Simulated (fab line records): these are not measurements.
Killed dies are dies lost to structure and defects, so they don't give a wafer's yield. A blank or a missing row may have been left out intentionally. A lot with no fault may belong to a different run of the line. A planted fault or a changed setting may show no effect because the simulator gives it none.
A sampling plan put to the test	flow rit-cmos	one fab line, 15 faults that these records tell of, each judged on the records of the lots that it struck; 2 more are left out, because the records don't allow judging them
The line's own looks make up the plan; these are the steps of the route where a gauge or inspection reads the wafer and leaves it unchanged. Where struck wafers have a number at a look and the file lists that look's usual mean and standard deviation on fault-free wafers, the look can be judged. Caught: at a look after the fault's first step, the mean of the struck wafers lies 4 or more of those standard deviations (sigma) from the usual mean. On the tool: here the same test is run on the tool's own readings at the fault's steps. Also counted as caught: the struck wafers showing another recipe, or a record that is empty for them alone.

== THE FAULTS, as the simulator had put them in ==
1. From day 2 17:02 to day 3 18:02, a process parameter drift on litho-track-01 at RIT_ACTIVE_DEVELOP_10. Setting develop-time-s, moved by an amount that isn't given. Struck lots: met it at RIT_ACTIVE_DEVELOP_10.
2. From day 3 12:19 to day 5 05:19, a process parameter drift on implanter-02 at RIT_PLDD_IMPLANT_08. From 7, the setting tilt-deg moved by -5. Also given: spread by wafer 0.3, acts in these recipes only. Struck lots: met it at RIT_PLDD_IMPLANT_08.
3. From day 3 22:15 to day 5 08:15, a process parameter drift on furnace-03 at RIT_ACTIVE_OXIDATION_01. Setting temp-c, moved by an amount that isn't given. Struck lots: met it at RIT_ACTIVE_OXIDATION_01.
4. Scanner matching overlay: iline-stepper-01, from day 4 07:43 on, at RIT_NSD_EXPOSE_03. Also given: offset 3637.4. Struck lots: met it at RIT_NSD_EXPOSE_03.
5. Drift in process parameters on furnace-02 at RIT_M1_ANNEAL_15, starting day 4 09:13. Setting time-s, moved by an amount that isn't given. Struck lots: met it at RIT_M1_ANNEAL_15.
6. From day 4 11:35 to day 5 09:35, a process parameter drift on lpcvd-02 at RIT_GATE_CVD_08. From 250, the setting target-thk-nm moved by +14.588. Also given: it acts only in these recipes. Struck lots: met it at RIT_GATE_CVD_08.
7. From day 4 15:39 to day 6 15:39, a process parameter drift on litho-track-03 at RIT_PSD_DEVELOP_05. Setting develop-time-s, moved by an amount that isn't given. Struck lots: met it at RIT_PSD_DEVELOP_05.
8. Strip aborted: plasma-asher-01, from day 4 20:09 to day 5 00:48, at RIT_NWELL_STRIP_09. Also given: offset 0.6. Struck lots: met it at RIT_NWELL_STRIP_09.
9. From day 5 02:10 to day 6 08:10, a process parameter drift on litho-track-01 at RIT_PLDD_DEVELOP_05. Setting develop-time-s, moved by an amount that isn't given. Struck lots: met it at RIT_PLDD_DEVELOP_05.
10. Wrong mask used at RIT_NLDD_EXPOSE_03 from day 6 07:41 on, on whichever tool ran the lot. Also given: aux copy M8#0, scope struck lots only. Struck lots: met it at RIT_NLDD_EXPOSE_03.
11. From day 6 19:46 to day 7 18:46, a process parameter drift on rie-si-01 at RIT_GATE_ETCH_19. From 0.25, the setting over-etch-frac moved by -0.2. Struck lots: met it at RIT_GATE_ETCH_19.
12. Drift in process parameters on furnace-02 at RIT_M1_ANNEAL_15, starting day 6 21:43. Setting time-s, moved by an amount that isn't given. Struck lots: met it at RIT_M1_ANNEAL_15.
13. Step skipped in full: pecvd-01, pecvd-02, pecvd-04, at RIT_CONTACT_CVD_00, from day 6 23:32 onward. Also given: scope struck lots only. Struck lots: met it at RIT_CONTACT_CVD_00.
14. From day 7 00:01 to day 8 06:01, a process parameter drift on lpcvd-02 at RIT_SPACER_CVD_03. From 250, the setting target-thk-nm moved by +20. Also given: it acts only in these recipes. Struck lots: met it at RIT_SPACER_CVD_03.
15. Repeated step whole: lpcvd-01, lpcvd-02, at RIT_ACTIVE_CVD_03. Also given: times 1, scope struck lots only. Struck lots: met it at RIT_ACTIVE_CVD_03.

== WHAT THE PLAN SAW ==
fault	on the tool itself	first look that catches it	reading, sigma	median hours from its first step to that look	hours from the fault's start to the first struck lot there	judged looks passed uncaught
1	no reading that can be judged	no look after it can be judged	-	-	-	0
2	no reading that can be judged	RIT_PLDD_TW_MEAS_10	PLDD_TW -5.6	0.3	2	0
3	spike-tc-centre-C +11 sigma	RIT_ACTIVE_THK_MEAS_02	ACTIVE_OXIDE_THK +10	1.9	7	0
4	under 2 sigma	RIT_NSD_OVL_MEAS_06	NSD_OVL +99 or beyond	0.4	4	0
5	under 2 sigma	not the one look that can be judged after it	-	-	-	1
6	under 2 sigma	RIT_GATE_THK_MEAS_09	GATE_POLY_THK +5.1	1.6	0	0
7	no reading that can be judged	RIT_PSD_TW_MEAS_10	PSD_TW -99 or beyond	0.9	3	0
8	run-length-s -99 or beyond sigma	RIT_NRETRO_TW_MEAS_10	NRETRO_TW -99 or beyond	10.5	15	0
9	no reading that can be judged	RIT_PLDD_TW_MEAS_10	PLDD_TW -99 or beyond	1.2	5	0
10	under 2 sigma	RIT_NLDD_TW_MEAS_10	NLDD_TW -99 or beyond	0.9	6	0
11	oes-product-au +7.9 sigma	no look after it can be judged	-	-	-	0
12	under 2 sigma	not the one look that can be judged after it	-	-	-	1
13	the tool's record is blank for the struck wafers	no look after it can be judged	-	-	-	0
14	only faintly: spike-tc-load-C -2.0 sigma	RIT_SPACER_THK_MEAS_04	SPACER_NITRIDE_THK +9.1	1.9	5	0
15	under 2 sigma	RIT_ACTIVE_THK_MEAS_04	ACTIVE_NITRIDE_THK +99 or beyond	3.7	-	0
Dash: fault not caught, or number not given in these records.

Caught at a look: 10 of 15. Caught on the tool: 4 of 15. By one or the other: 12 of 15.
On the tool alone, faults 11, 13 were caught.
Caught at a look alone: faults 2, 4, 6, 7, 9, 10, 14, 15.
Caught by neither: faults 1, 5, 12.

== THINNER SAMPLING ==
Were the look that catches a fault to measure just every second or every third lot (counted by lot number), the first struck lot would, at worst, be measured this late:
fault	struck lots at that look, in order of time	every lot	every second lot	every third lot
2	L105, L107	2 h	may miss all 2	may miss all 2
3	L502, L503	7 h	14 h	may miss all 2
4	L392, L393, L394, L395	4 h	9 h	15 h
6	L649, L650	0 h	3 h	may miss all 2
7	L993, L995	3 h	may miss all 2	may miss all 2
8	L193	15 h	may miss it	may miss it
9	L335, L339	5 h	may miss all 2	may miss all 2
10	L471	6 h	may miss it	may miss it
14	L861, L863	5 h	may miss all 2	may miss all 2
Hours count from the start of the fault until the first struck lot that is measured. The limit of 4 sigma was tested on all struck wafers together, so one lot alone may lie under it. Other struck lots may not be in these records.

== THE LONGEST TIMED WAY FROM STEP TO LOOK ==
In fault 8, a median of 10.5 hours elapses between RIT_NWELL_STRIP_09 and RIT_NRETRO_TW_MEAS_10. No look between them can be judged.
